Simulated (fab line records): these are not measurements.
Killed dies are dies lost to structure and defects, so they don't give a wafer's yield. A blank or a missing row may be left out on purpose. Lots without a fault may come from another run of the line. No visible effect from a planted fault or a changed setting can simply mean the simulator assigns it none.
fab line records -- flow berkeley-cmos170
[record] lots = 14, wafers = 42, last-day = 12
route steps=331 shown PSD@183 SILICIDE@213 M3@311
lots untouched by any fault: they come from a run of this same line in which no faults occurred
start-h: the number of hours between the record's first day and the start of the first shown wafer of the lot -- wait-h: hours since the lot's step before -- " the same as in the row above -- L1.1+2: a row that stands for several wafers -- - no value, or no start was given -- * or withheld: withheld -- < > ~ a bound
route shown NAME@n: a module of which the file shows steps, and the number in the route of the first -- usual: mean/standard deviation of fault-free wafers -- same: alike in all rows -- chamber/n: place in a boat -- sites: per-site readings -- _std_site: standard deviation across them -- _edge_site: outer sites' mean less inner sites' -- radius-mm: how far each site lies from the wafer's centre -- mask NAME#n: copy n -- behind: the tool/chamber that last shaped the wafer -- hold: reason for holding the lot/hours on hold/outcome of the hold -- device: which transistor (n, p or np) failed to switch -- end of line: the tests these same wafers got at the end of their route -- for a step that has no rows: nothing shown but its recipe -- killed: dies lost to structure and defects at the first sort, not the wafer's yield -- map: a wafer's dies, marking killed ones x, the rest . and places with no die _
set.NAME: the setting as run; set.NAME@STEP: as run at that earlier step -- model.NAME: the simulator's own value behind a step, which no gauge read
one table for each step of the route and one row for each wafer, over a sample of lots
services: from which hour (start-h, from the record's first day; less than 0 if before it) a tool's chamber was out of use, for how many hours, and why
[[steps]]
[step UCB170_PSD_IMPLANT_08]
[recipe] species = B, dose-cm2 = 3e+15, energy-kev = 20.28, tilt-deg = 7
[usual] dose-ions-cm2 = 2.999e+15/3.3e+12, faraday-current-uA = 9261/180, tilt-deg = 7.001/0.021
lot.wafer,tool,chamber,start-h,wait-h,dose-ions-cm2,faraday-current-uA,tilt-deg
L857.3,implanter-02,0,164.90,0.1,2.998e+15,9317,7.032
L857.4,implanter-02,0,164.90,0.1,2.996e+15,8981,6.988
L857.5,implanter-02,0,164.90,0.1,3.006e+15,9158,7.018
L859.3,implanter-03,0,180.93,0.1,3.003e+15,9298,6.968
L859.4,implanter-03,0,180.93,0.1,3e+15,9508,6.968
L859.5,implanter-03,0,180.93,0.1,3.003e+15,9393,6.978
L862.2,implanter-03,0,200.23,0.0,3.002e+15,9070,6.999
L862.3,implanter-03,0,200.23,0.0,2.997e+15,9103,6.972
L862.4,implanter-03,0,200.23,0.0,2.999e+15,9366,6.998
L863.1,implanter-01,0,200.48,0.0,2.999e+15,9244,7.016
L863.4,implanter-01,0,200.48,0.0,2.999e+15,9410,6.983
L863.5,implanter-01,0,200.48,0.0,2.999e+15,9437,7.022
L861.2,implanter-01,0,200.78,0.0,2.999e+15,9279,7.002
L861.3,implanter-01,0,200.78,0.0,3.002e+15,9135,7.036
L861.5,implanter-01,0,200.78,0.0,3.002e+15,9548,6.999
L865.3,implanter-03,0,201.00,0.1,3.002e+15,8999,7.019
L865.5,implanter-03,0,201.00,0.1,3.004e+15,9447,6.993
L865.6,implanter-03,0,201.00,0.1,2.999e+15,8986,7.015
L860.1,implanter-01,0,201.21,0.1,3.001e+15,9344,7.017
L860.3,implanter-01,0,201.21,0.1,3.005e+15,9477,7.003
L860.6,implanter-01,0,201.21,0.1,3.004e+15,8953,7.016
L867.1,implanter-03,0,206.08,0.0,2.999e+15,9504,7.059
L867.5,implanter-03,0,206.08,0.0,3.001e+15,9371,7.029
L867.6,implanter-03,0,206.08,0.0,3.002e+15,9271,7.015
L870.1,implanter-01,0,232.35,0.0,3.002e+15,9337,6.990
L870.2,implanter-01,0,232.35,0.0,3.004e+15,9112,6.997
L870.5,implanter-01,0,232.35,0.0,3.004e+15,9432,7.009
L871.1,implanter-03,0,232.48,0.0,2.996e+15,9485,7.025
L871.2,implanter-03,0,232.48,0.0,2.995e+15,9280,6.984
L871.3,implanter-03,0,232.48,0.0,2.993e+15,9124,6.981
L872.3,implanter-02,0,232.68,0.1,2.999e+15,9325,6.986
L872.4,implanter-02,0,232.68,0.1,2.996e+15,9142,6.999
L872.6,implanter-02,0,232.68,0.1,2.995e+15,9420,6.987
L874.1,implanter-01,0,251.66,0.0,3.598e+15,11048,7.025
L874.5,implanter-01,0,251.66,0.0,3.601e+15,10858,7.032
L874.6,implanter-01,0,251.66,0.0,3.6e+15,10911,6.989
L876.1,implanter-03,0,251.90,0.0,3.004e+15,9460,6.987
L876.4,implanter-03,0,251.90,0.0,3.005e+15,9272,6.996
L876.5,implanter-03,0,251.90,0.0,3.002e+15,9166,6.989
L877.1,implanter-01,0,265.31,0.0,3.595e+15,10737,6.957
L877.5,implanter-01,0,265.31,0.0,3.601e+15,11313,6.978
L877.6,implanter-01,0,265.31,0.0,3.597e+15,10963,7.001
[step UCB170_PSD_STRIP_09]
[recipe] chemistry = O2, power-w = 400, pressure-mtorr = 3500, platen-temp-c = withheld, o2-flow-sccm = 400, overash-fraction = 0.5
[usual] drypump-motor-current-A = 6.0/0.42, oes-product-au = 0.598/0.0049, strip-time-to-endpoint-s = 29.50/0.069
lot.wafer,tool,chamber,start-h,wait-h,drypump-motor-current-A,oes-product-au,rf-hours-counter-h,strip-time-to-endpoint-s
L857.3,plasma-asher-03,0,165.04,0.1,5.6,0.597,-,29.38
L857.4,plasma-asher-03,1,165.04,0.1,5.3,0.597,-,29.40
L857.5,plasma-asher-03,1,165.04,0.1,5.3,0.600,-,29.34
L859.3,plasma-asher-03,1,181.06,0.1,5.3,0.601,-,29.48
L859.4,plasma-asher-03,0,181.06,0.1,5.6,0.604,-,29.50
L859.5,plasma-asher-03,1,181.06,0.1,5.3,0.601,-,29.47
L862.2,plasma-asher-03,0,200.36,0.1,5.6,0.594,44,29.51
L862.3,plasma-asher-03,0,200.36,0.1,5.6,0.598,-,29.55
L862.4,plasma-asher-03,1,200.36,0.1,5.3,0.587,-,29.58
L863.1,plasma-asher-02,0,200.63,0.1,6.4,0.597,48,29.43
L863.4,plasma-asher-02,1,200.63,0.1,5.9,0.599,-,29.53
L863.5,plasma-asher-02,0,200.63,0.1,6.4,0.599,-,29.48
L861.2,plasma-asher-03,1,200.91,0.1,5.3,0.600,44,29.57
L861.3,plasma-asher-03,1,200.91,0.1,5.3,0.602,-,29.52
L861.5,plasma-asher-03,0,200.91,0.1,5.6,0.597,-,29.56
L865.3,plasma-asher-02,1,201.13,0.1,5.9,0.607,-,29.44
L865.5,plasma-asher-02,1,201.13,0.1,5.9,0.596,-,29.46
L865.6,plasma-asher-02,0,201.13,0.1,6.4,0.601,-,29.46
L860.1,plasma-asher-02,1,201.36,0.1,5.9,0.597,49,29.43
L860.3,plasma-asher-02,0,201.36,0.1,6.4,0.600,-,29.38
L860.6,plasma-asher-02,1,201.36,0.1,5.9,0.589,-,29.43
L867.1,plasma-asher-04,0,206.23,0.1,6.6,0.606,44,29.51
L867.5,plasma-asher-04,0,206.23,0.1,6.6,0.605,-,29.48
L867.6,plasma-asher-04,1,206.23,0.1,6.1,0.592,-,29.51
L870.1,plasma-asher-03,0,232.50,0.1,5.6,0.598,49,29.59
L870.2,plasma-asher-03,1,232.50,0.1,5.3,0.607,49,29.58
L870.5,plasma-asher-03,0,232.50,0.1,5.6,0.597,-,29.58
L871.1,plasma-asher-02,1,232.63,0.1,5.9,0.591,53,29.51
L871.2,plasma-asher-02,0,232.63,0.1,6.4,0.597,53,29.40
L871.3,plasma-asher-02,1,232.63,0.1,5.9,0.604,-,29.53
L872.3,plasma-asher-04,1,232.81,0.1,6.1,0.593,-,29.53
L872.4,plasma-asher-04,0,232.81,0.1,6.6,0.596,-,29.58
L872.6,plasma-asher-04,1,232.81,0.1,6.1,0.597,-,29.48
L874.1,plasma-asher-04,0,251.81,0.1,6.6,0.572,50,31.54
L874.5,plasma-asher-04,0,251.81,0.1,6.6,0.576,-,31.51
L874.6,plasma-asher-04,1,251.81,0.1,6.1,0.570,-,31.55
L876.1,plasma-asher-02,0,252.05,0.1,6.4,0.598,55,29.47
L876.4,plasma-asher-02,1,252.05,0.1,5.9,0.602,-,29.52
L876.5,plasma-asher-02,0,252.05,0.1,6.4,0.595,-,29.55
L877.1,plasma-asher-02,1,265.46,0.1,5.9,0.574,56,31.69
L877.5,plasma-asher-02,1,265.46,0.1,5.9,0.582,-,31.68
L877.6,plasma-asher-02,0,265.46,0.1,6.4,0.569,-,31.64
[step UCB170_PSD_TW_MEAS_10]
[usual] PSD_TW = 2327/20
lot.wafer,tool,chamber,start-h,wait-h,PSD_TW
L857.3,film-metro-02,-,165.12,0.1,2321
L857.4,film-metro-02,-,165.12,0.1,2306
L857.5,film-metro-02,-,165.12,0.1,2315
L859.3,film-metro-03,-,181.15,0.1,2338
L859.4,film-metro-03,-,181.15,0.1,2345
L859.5,film-metro-03,-,181.15,0.1,2333
L862.2,film-metro-01,-,200.47,0.1,2346
L862.3,film-metro-01,-,200.47,0.1,2351
L862.4,film-metro-01,-,200.47,0.1,2364
L863.1,film-metro-03,-,200.73,0.1,2321
L863.4,film-metro-03,-,200.73,0.1,2332
L863.5,film-metro-03,-,200.73,0.1,2334
L861.2,film-metro-02,-,201.02,0.1,2320
L861.3,film-metro-02,-,201.02,0.1,2306
L861.5,film-metro-02,-,201.02,0.1,2307
L865.3,film-metro-02,-,201.22,0.1,2290
L865.5,film-metro-02,-,201.22,0.1,2292
L865.6,film-metro-02,-,201.22,0.1,2297
L860.1,film-metro-02,-,201.46,0.1,2303
L860.3,film-metro-02,-,201.46,0.1,2308
L860.6,film-metro-02,-,201.46,0.1,2303
L867.1,film-metro-02,-,206.33,0.1,2308
L867.5,film-metro-02,-,206.33,0.1,2304
L867.6,film-metro-02,-,206.33,0.1,2304
L870.1,film-metro-01,-,232.60,0.1,2341
L870.2,film-metro-01,-,232.60,0.1,2342
L870.5,film-metro-01,-,232.60,0.1,2334
L871.1,film-metro-03,-,232.73,0.1,2332
L871.2,film-metro-03,-,232.73,0.1,2323
L871.3,film-metro-03,-,232.73,0.1,2340
L872.3,film-metro-01,-,232.90,0.1,2343
L872.4,film-metro-01,-,232.90,0.1,2346
L872.6,film-metro-01,-,232.90,0.1,2342
L874.1,film-metro-01,-,251.91,0.1,2479
L874.5,film-metro-01,-,251.91,0.1,2466
L874.6,film-metro-01,-,251.91,0.1,2479
L876.1,film-metro-02,-,252.15,0.1,2305
L876.4,film-metro-02,-,252.15,0.1,2304
L876.5,film-metro-02,-,252.15,0.1,2295
L877.1,film-metro-01,-,265.56,0.1,2479
L877.5,film-metro-01,-,265.56,0.1,2499
L877.6,film-metro-01,-,265.56,0.1,2481
[step UCB170_SDANNEAL_RS_MEAS_02]
[recipe] thk-meas-gauge = four-point-probe
[usual] PSD_RS = 75.4/0.36
lot.wafer,tool,chamber,start-h,wait-h,PSD_RS[ohm/sq]
L857.3,film-metro-01,-,169.77,0.1,75.9
L857.4,film-metro-01,-,169.77,0.1,75.9
L857.5,film-metro-01,-,169.77,0.1,75.4
L859.3,film-metro-02,-,183.94,0.1,75.8
L859.4,film-metro-02,-,183.94,0.1,75.4
L859.5,film-metro-02,-,183.94,0.1,75.5
L862.2,film-metro-02,-,203.94,0.1,75.2
L862.3,film-metro-02,-,203.94,0.1,75.1
L862.4,film-metro-02,-,203.94,0.1,75.2
L863.1,film-metro-02,-,204.80,0.0,75.8
L863.4,film-metro-02,-,204.80,0.0,75.7
L863.5,film-metro-02,-,204.80,0.0,75.5
L861.2,film-metro-03,-,204.99,0.1,74.7
L861.3,film-metro-03,-,204.99,0.1,74.8
L861.5,film-metro-03,-,204.99,0.1,74.4
L865.3,film-metro-01,-,205.41,0.1,75.8
L865.5,film-metro-01,-,205.41,0.1,75.8
L865.6,film-metro-01,-,205.41,0.1,76.0
L860.1,film-metro-03,-,205.75,0.1,75.5
L860.3,film-metro-03,-,205.75,0.1,75.4
L860.6,film-metro-03,-,205.75,0.1,75.3
L867.1,film-metro-02,-,212.11,0.0,75.6
L867.5,film-metro-02,-,212.11,0.0,75.8
L867.6,film-metro-02,-,212.11,0.0,75.7
L870.1,film-metro-03,-,240.10,0.0,74.9
L870.2,film-metro-03,-,240.10,0.0,75.3
L870.5,film-metro-03,-,240.10,0.0,74.8
L872.3,film-metro-01,-,240.14,0.1,75.1
L872.4,film-metro-01,-,240.14,0.1,75.3
L872.6,film-metro-01,-,240.14,0.1,75.3
L871.1,film-metro-02,-,240.22,0.0,75.3
L871.2,film-metro-02,-,240.22,0.0,75.8
L871.3,film-metro-02,-,240.22,0.0,75.5
L874.1,film-metro-03,-,256.08,0.0,65.2
L874.5,film-metro-03,-,256.08,0.0,65.2
L874.6,film-metro-03,-,256.08,0.0,65.4
L876.1,film-metro-01,-,256.65,0.0,75.3
L876.4,film-metro-01,-,256.65,0.0,75.1
L876.5,film-metro-01,-,256.65,0.0,75.4
L877.1,film-metro-03,-,268.93,0.0,65.2
L877.5,film-metro-03,-,268.93,0.0,65.2
L877.6,film-metro-03,-,268.93,0.0,65.3
[step UCB170_SILICIDE_THK_MEAS_03]
[recipe] thk-meas-gauge = xrf, reads = Ti_of_SILICIDE_SPUTTER_01
[usual] SILICIDE_TI_THK = 28.8/0.43
lot.wafer,tool,chamber,start-h,wait-h,SILICIDE_TI_THK[nm]
L857.3,film-metro-04,-,170.45,0.1,28.9
L857.4,film-metro-04,-,170.45,0.1,28.7
L857.5,film-metro-04,-,170.45,0.1,29.0
L859.3,film-metro-01,-,184.62,0.1,28.3
L859.4,film-metro-01,-,184.62,0.1,27.9
L859.5,film-metro-01,-,184.62,0.1,28.5
L862.2,film-metro-02,-,204.62,0.1,29.3
L862.3,film-metro-02,-,204.62,0.1,29.3
L862.4,film-metro-02,-,204.62,0.1,29.0
L863.1,film-metro-04,-,205.50,0.1,28.6
L863.4,film-metro-04,-,205.50,0.1,28.6
L863.5,film-metro-04,-,205.50,0.1,28.2
L861.2,film-metro-04,-,205.69,0.1,28.7
L861.3,film-metro-04,-,205.69,0.1,28.8
L861.5,film-metro-04,-,205.69,0.1,29.0
L865.3,film-metro-01,-,206.09,0.1,28.8
L865.5,film-metro-01,-,206.09,0.1,29.0
L865.6,film-metro-01,-,206.09,0.1,29.0
L860.1,film-metro-04,-,206.45,0.1,29.5
L860.3,film-metro-04,-,206.45,0.1,29.3
L860.6,film-metro-04,-,206.45,0.1,29.5
L867.1,film-metro-04,-,212.81,0.1,28.6
L867.5,film-metro-04,-,212.81,0.1,28.8
L867.6,film-metro-04,-,212.81,0.1,28.5
L870.1,film-metro-04,-,240.81,0.1,29.0
L870.2,film-metro-04,-,240.81,0.1,28.2
L870.5,film-metro-04,-,240.81,0.1,28.7
L872.3,film-metro-01,-,240.84,0.1,29.1
L872.4,film-metro-01,-,240.84,0.1,29.5
L872.6,film-metro-01,-,240.84,0.1,29.8
L871.1,film-metro-02,-,240.92,0.1,28.1
L871.2,film-metro-02,-,240.92,0.1,28.0
L871.3,film-metro-02,-,240.92,0.1,28.4
L874.1,film-metro-04,-,256.78,0.1,29.3
L874.5,film-metro-04,-,256.78,0.1,29.5
L874.6,film-metro-04,-,256.78,0.1,29.6
L876.1,film-metro-01,-,257.35,0.1,28.2
L876.4,film-metro-01,-,257.35,0.1,28.3
L876.5,film-metro-01,-,257.35,0.1,28.2
L877.1,film-metro-01,-,269.63,0.1,29.3
L877.5,film-metro-01,-,269.63,0.1,29.0
L877.6,film-metro-01,-,269.63,0.1,29.4
[step UCB170_M3_RS_MEAS_02]
[recipe] thk-meas-gauge = four-point-probe, reads = Al_of_M3_SPUTTER_01
[usual] M3_AL_RS = 0.032/0.00027
lot.wafer,tool,chamber,start-h,wait-h,M3_AL_RS[ohm/sq]
L857.3,film-metro-03,-,187.31,0.1,0.03192
L857.4,film-metro-03,-,187.31,0.1,0.03175
L857.5,film-metro-03,-,187.31,0.1,0.0319
L859.3,film-metro-03,-,204.81,0.1,0.03191
L859.4,film-metro-03,-,204.81,0.1,0.0319
L859.5,film-metro-03,-,204.81,0.1,0.03184
L862.2,film-metro-03,-,221.01,0.1,0.03199
L862.3,film-metro-03,-,221.01,0.1,0.03186
L862.4,film-metro-03,-,221.01,0.1,0.0326
L863.1,film-metro-03,-,225.86,0.0,0.03156
L863.4,film-metro-03,-,225.86,0.0,0.03194
L863.5,film-metro-03,-,225.86,0.0,0.03203
L865.3,film-metro-01,-,226.14,0.1,0.03199
L865.5,film-metro-01,-,226.14,0.1,0.03202
L865.6,film-metro-01,-,226.14,0.1,0.03227
L861.2,film-metro-03,-,226.40,0.1,0.03173
L861.3,film-metro-03,-,226.40,0.1,0.03158
L861.5,film-metro-03,-,226.40,0.1,0.0318
L860.1,film-metro-02,-,227.83,0.0,0.03181
L860.3,film-metro-02,-,227.83,0.0,0.03212
L860.6,film-metro-02,-,227.83,0.0,0.03232
L867.1,film-metro-03,-,231.17,0.0,0.03178
L867.5,film-metro-03,-,231.17,0.0,0.03179
L867.6,film-metro-03,-,231.17,0.0,0.03239
L871.1,film-metro-01,-,260.40,0.0,0.03225
L871.2,film-metro-01,-,260.40,0.0,0.03208
L871.3,film-metro-01,-,260.40,0.0,0.03194
L870.1,film-metro-01,-,260.69,0.0,0.03227
L870.2,film-metro-01,-,260.69,0.0,0.03219
L870.5,film-metro-01,-,260.69,0.0,0.03211
L872.3,film-metro-03,-,261.20,0.1,0.03222
L872.4,film-metro-03,-,261.20,0.1,0.03256
L872.6,film-metro-03,-,261.20,0.1,0.03229
L874.1,film-metro-03,-,277.73,0.0,0.03159
L874.5,film-metro-03,-,277.73,0.0,0.03166
L874.6,film-metro-03,-,277.73,0.0,0.03151
L876.1,film-metro-02,-,278.61,0.1,0.03249
L876.4,film-metro-02,-,278.61,0.1,0.03231
L876.5,film-metro-02,-,278.61,0.1,0.03238
L877.1,film-metro-03,-,288.32,0.0,0.03203
L877.5,film-metro-03,-,288.32,0.0,0.03173
L877.6,film-metro-03,-,288.32,0.0,0.03225
[step UCB170_M3_SOFTBAKE_11]
[recipe] resist = KrF, temp-c = 130, time-s = 61.17
[usual] plate-sensor-t-centre-C = 131.41/0.01, plate-sensor-t-edge-C = 131.53/0.01
lot.wafer,tool,chamber,start-h,wait-h,plate-sensor-t-centre-C,plate-sensor-t-edge-C
L857.3,litho-track-02,0,-,-,131.42,131.52
L857.4,litho-track-02,0,-,-,131.41,131.53
L857.5,litho-track-02,0,-,-,131.39,131.54
L859.3,litho-track-03,0,-,-,131.39,131.54
L859.4,litho-track-03,0,-,-,131.42,131.54
L859.5,litho-track-03,0,-,-,131.39,131.54
L862.2,litho-track-03,0,-,-,131.4,131.53
L862.3,litho-track-03,0,-,-,131.4,131.52
L862.4,litho-track-03,0,-,-,131.4,131.54
L863.1,litho-track-03,0,-,-,131.4,131.55
L863.4,litho-track-03,0,-,-,131.41,131.54
L863.5,litho-track-03,0,-,-,131.41,131.53
L865.3,litho-track-02,0,-,-,131.41,131.53
L865.5,litho-track-02,0,-,-,131.41,131.53
L865.6,litho-track-02,0,-,-,131.4,131.54
L861.2,litho-track-04,0,-,-,131.42,131.52
L861.3,litho-track-04,0,-,-,131.4,131.54
L861.5,litho-track-04,0,-,-,131.41,131.54
L860.1,litho-track-03,0,-,-,131.42,131.51
L860.3,litho-track-03,0,-,-,131.41,131.54
L860.6,litho-track-03,0,-,-,131.41,131.54
L867.1,litho-track-02,0,-,-,131.4,131.55
L867.5,litho-track-02,0,-,-,131.4,131.53
L867.6,litho-track-02,0,-,-,131.4,131.52
L871.1,litho-track-02,0,-,-,131.39,131.54
L871.2,litho-track-02,0,-,-,131.4,131.52
L871.3,litho-track-02,0,-,-,131.41,131.53
L870.1,litho-track-02,0,-,-,131.4,131.51
L870.2,litho-track-02,0,-,-,131.39,131.53
L870.5,litho-track-02,0,-,-,131.4,131.55
L872.3,litho-track-03,0,-,-,131.41,131.52
L872.4,litho-track-03,0,-,-,131.4,131.54
L872.6,litho-track-03,0,-,-,131.4,131.53
L874.1,litho-track-02,0,-,-,131.4,131.55
L874.5,litho-track-02,0,-,-,131.39,131.53
L874.6,litho-track-02,0,-,-,131.41,131.53
L876.1,litho-track-04,0,-,-,131.4,131.52
L876.4,litho-track-04,0,-,-,131.39,131.54
L876.5,litho-track-04,0,-,-,131.39,131.52
L877.1,litho-track-02,0,-,-,131.4,131.51
L877.5,litho-track-02,0,-,-,131.4,131.52
L877.6,litho-track-02,0,-,-,131.4,131.52
[[services]]
tool,chamber,start-h,hours,kind
implanter-03,-,162.43,3.8,repair
implanter-02,-,172.92,5.2,pm
plasma-asher-03,-,175.78,0.5,repair
implanter-01,-,178.55,2.4,repair
implanter-01,-,183.71,2.0,repair
plasma-asher-04,-,192.81,0.7,repair
plasma-asher-02,-,241.70,2.9,repair
plasma-asher-02,-,245.86,1.9,repair
plasma-asher-03,-,245.91,23.3,pm
implanter-02,-,280.44,5.4,pm
plasma-asher-02,-,288.22,2.8,pm
plasma-asher-03,-,289.11,1.9,repair
[[key]]
[first-sign] step = UCB170_PSD_IMPLANT_08, reading = dose-ions-cm2, direction = up, sigmas = 99+, usual = 2.999e+15, struck = 3.599e+15
[effect] step = UCB170_PSD_IMPLANT_08, reading = faraday-current-uA, direction = up, sigmas = 9.3, usual = 9261, struck = 10972
[effect] step = UCB170_PSD_STRIP_09, reading = strip-time-to-endpoint-s, direction = up, sigmas = 30, usual = *, struck = *
[effect] step = UCB170_PSD_TW_MEAS_10, reading = PSD_TW, direction = up, sigmas = 7.7, usual = 2327, struck = 2481
[effect] step = UCB170_SDANNEAL_RS_MEAS_02, reading = PSD_RS, direction = down, sigmas = 28, usual = 75.4, struck = 65.3
met-at UCB170_PSD_IMPLANT_08
struck-lots L874,L877
tester-left-out L874,L877
not-acting-at UCB170_SILICIDE_THK_MEAS_03,UCB170_M3_RS_MEAS_02,UCB170_M3_SOFTBAKE_11
onset-between 232.35 251.66
[fault] kind = process-parameter-drift, tool = implanter-01, chamber = -, onset-h = 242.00, steps = UCB170_PSD_IMPLANT_08, channel = dose-cm2, offset = 6e+14, shape = step, end-h = 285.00, acts-in = these-recipes-only, stated = 3e+15
// tester-left-out: of these lots the tester's yield and bins aren't shown, on N5 and GAA mostly nor the transistor test; their killed dies are dies lost to structure and defects alone, not to doping, threshold or leakage, so they don't give the yield
